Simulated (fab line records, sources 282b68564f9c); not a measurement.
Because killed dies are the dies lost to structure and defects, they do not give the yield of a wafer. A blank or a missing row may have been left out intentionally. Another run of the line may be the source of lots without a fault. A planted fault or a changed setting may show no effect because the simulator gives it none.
A lot that was struck, set against a sound lot	flow rit cmos	44 out of 202 route steps
Sound: these wafers, L398.2, L398.4, L398.6. The struck wafers were L388.1, L388.2, L388.6. The cause is given at the end.
For every step that has rows: the tool of each side, followed by ch and its chambers, followed by its first start. Under that, the readings that differ: sound wafers	struck wafers	difference of the means	sigmas: that difference in standard deviations of wafers without a fault.
alike: same words and numbers on both sides, and readings whose means sit less than 2 such deviations apart. not compared: any withheld reading, any reading some wafer has no value for, any bound like >300 that may hide the same value, and any number with overlapping values for which the record gives no deviation.
Wherever a step has rows on one side only, a row that says differs or no value, or a row with sigmas, the two part there. Numbers that have no deviation but don't overlap get no sigmas and don't part them. A reading that every wafer of one side lacks parts them only if that side has two wafers or more.

first, 3 steps without rows for these wafers: RIT_REOX_CLEAN_01 (cleans in dHF, time 30 s); RIT_REOX_CLEAN_02 (cleans in SC2, time 600 s); RIT_REOX_OXIDATION_03 (target thk 25.2 nm, ox time 5580 s).
RIT_REOX_THK_MEAS_04:
  struck on film metro-03, day 4 13:35; sound on film metro-03, day 6 13:40
  alike: REOX_OXIDE_THK
then, 6 steps without rows for these wafers: RIT_NLDD_HMDS_00 (prime time 60 s); RIT_NLDD_COAT_01 (resist thk 1000 nm); RIT_NLDD_SOFTBAKE_02 (time 60 s); RIT_NLDD_EXPOSE_03 (exposes mask M7, target cd 40700 nm); RIT_NLDD_PEB_04; RIT_NLDD_DEVELOP_05 (develop time 50 s).
RIT_NLDD_OVL_MEAS_06:
  struck on overlay-01, day 4 14:29; sound on overlay-01, day 6 14:34
  alike: NLDD_OVL
then, 1 step without rows for these wafers: RIT_NLDD_HARDBAKE_07 (time 60 s).
RIT_NLDD_IMPLANT_08:
  sound on implanter-01 ch 0, day 6 14:46; struck on implanter-04 ch 0, day 4 14:40
reading	sound	struck	difference	sigmas
beam on s (s)	10.05 9.50 9.93	14.07 13.75 14.15	+4.16	+19
faraday current uA	1561 1652 1588	1114 1138 1110	-480	-14
RIT_NLDD_STRIP_09: strips in O2, time 180 s.
  sound on plasma asher-04 ch 0, day 6 14:54; struck on plasma asher-02 ch 0,1, day 4 14:49
reading	sound	struck	difference	sigmas
rf refl power W (W)	5.3 5.6 5.9	8.1 7.7 7.8	+2.3	+2
  alike: chamber pressure mTorr, drypump motor current A, o2 flow sccm
  not compared: rf hours counter h
RIT_NLDD_TW_MEAS_10:
  struck on film metro-01, day 4 15:00; sound on film metro-02, day 6 15:05
reading	sound	struck	difference	sigmas
NLDD_TW	2462 2454 2463	2710 2731 2722	+261	+12
then, 6 steps without rows for these wafers: RIT_PLDD_HMDS_00 (prime time 60 s); RIT_PLDD_COAT_01 (resist thk 1000 nm); RIT_PLDD_SOFTBAKE_02 (time 60 s); RIT_PLDD_EXPOSE_03 (exposes mask M8, target cd 40900 nm); RIT_PLDD_PEB_04; RIT_PLDD_DEVELOP_05 (develop time 50 s).
RIT_PLDD_OVL_MEAS_06:
  struck on overlay-01, day 4 16:02; sound on overlay-01, day 6 15:59
  alike: PLDD_OVL
then, 2 steps without rows for these wafers: RIT_PLDD_HARDBAKE_07 (time 60 s); RIT_PLDD_IMPLANT_08.
RIT_PLDD_STRIP_09: strips in O2, time 180 s.
  sound on plasma asher-02 ch 0,1, day 6 16:20; struck on plasma asher-02 ch 0,1, day 4 16:22
reading	sound	struck	difference	sigmas
chamber pressure mTorr (mTorr)	3999 4005 4005	3995 3996 3996	-7	-2
  alike: drypump motor current A, o2 flow sccm, rf refl power W
  not compared: rf hours counter h
RIT_PLDD_TW_MEAS_10:
  struck on film metro-02, day 4 16:32; sound on film metro-02, day 6 16:31
  alike: PLDD_TW
then, 4 steps without rows for these wafers: RIT_SPACER_CLEAN_00 (cleans in SC1, time 600 s); RIT_SPACER_CLEAN_01 (cleans in dHF, time 30 s); RIT_SPACER_CLEAN_02 (cleans in SC2, time 600 s); RIT_SPACER_CVD_03 (deposits Si3N4 from SiH2Cl2/NH3, target thk 250 nm, time 3300 s).
RIT_SPACER_THK_MEAS_04:
  struck on film metro-04, day 4 18:53; sound on film metro-01, day 6 18:55
  alike: SPACER_NITRIDE_THK
RIT_SPACER_ETCHBACK_05: etches Si3N4 in SF6/CHF3, stops on SiO2, target depth 250 nm, time 240 s.
  sound on rie diel-01 ch 0,1,3, day 6 18:58; struck on rie diel-03 ch 0,1,2, day 4 18:57
  alike: SF6_flow_sccm, chamber pressure mTorr, drypump motor current A, oes product au, throttle valve pct
  not compared: rf hours counter h
then, 6 steps without rows for these wafers: RIT_NSD_HMDS_00 (prime time 60 s); RIT_NSD_COAT_01 (resist thk 1000 nm); RIT_NSD_SOFTBAKE_02 (time 60 s); RIT_NSD_EXPOSE_03 (exposes mask M9, target cd 40700 nm); RIT_NSD_PEB_04; RIT_NSD_DEVELOP_05 (develop time 50 s).
RIT_NSD_OVL_MEAS_06:
  struck on overlay-01, day 4 19:57; sound on overlay-02, day 6 20:01
  alike: NSD_OVL
then, 2 steps without rows for these wafers: RIT_NSD_HARDBAKE_07 (time 60 s); RIT_NSD_IMPLANT_08.
RIT_NSD_STRIP_09: strips in O2, time 180 s.
  sound on plasma asher-04 ch 0,1, day 6 20:21; struck on plasma asher-03 ch 0,1, day 4 20:17
  alike: chamber pressure mTorr, drypump motor current A, o2 flow sccm, rf refl power W
  not compared: rf hours counter h
RIT_SDANNEAL_RS_MEAS_07: uses a four-point probe to measure.
  struck on film metro-02, day 4 22:49; sound on film metro-01, day 6 23:20
reading	sound	struck	difference	sigmas
NLDD_RS (ohm/sq)	152.4 152.7 152.2	113.8 113.6 113.4	-38.8	-81
RIT_M1_PROBE_99:
  struck on prober-02, day 5 06:16; sound on prober-01, day 7 06:27
reading	sound	struck	difference	sigmas
model.etest.nmos_0p3.r on ohm um	2155 2136 2132	1997 1972 1967	-162	
model.etest.nmos_0p15.r on ohm um	1118 1114 1077	993 985.9 986.6	-114	
model.etest.nldd.rs ohm sq	364.9 367.7 360.7	290.2 291.3 280.8	-77.0	
model.etest.nmos turned.drive ua um	334.6 332 332.5	409.1 402.8 417.2	+76.7	
model.etest.nmos_0p15.drive ua um	474.8 476.3 468.4	536.7 525.9 536.2	+59.8	
model.etest.nldd.line ohm um	115.1 117.3 114.5	90.03 91.27 88.99	-25.54	
model.etest.nmos_0p3.drive ua um	224.7 224.9 223.2	242.3 245.2 247.7	+20.8	
model.etest.nmos_0p15.swing mv dec	86.38 86.14 86.08	87.55 86.84 87.11	+0.97	
  alike: killed at contacts, killed at front end, killed dies, killed open, killed short

== WHERE THEY PART ==
Last at RIT_SDANNEAL_RS_MEAS_07 as far as this record goes, first at RIT_NLDD_IMPLANT_08. Later steps at which nothing parts them and some readings are alike: RIT_M1_PROBE_99.

WHY: the cause the simulator had injected
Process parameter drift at RIT_NLDD_IMPLANT_08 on implanter-04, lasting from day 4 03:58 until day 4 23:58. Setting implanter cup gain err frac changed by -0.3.
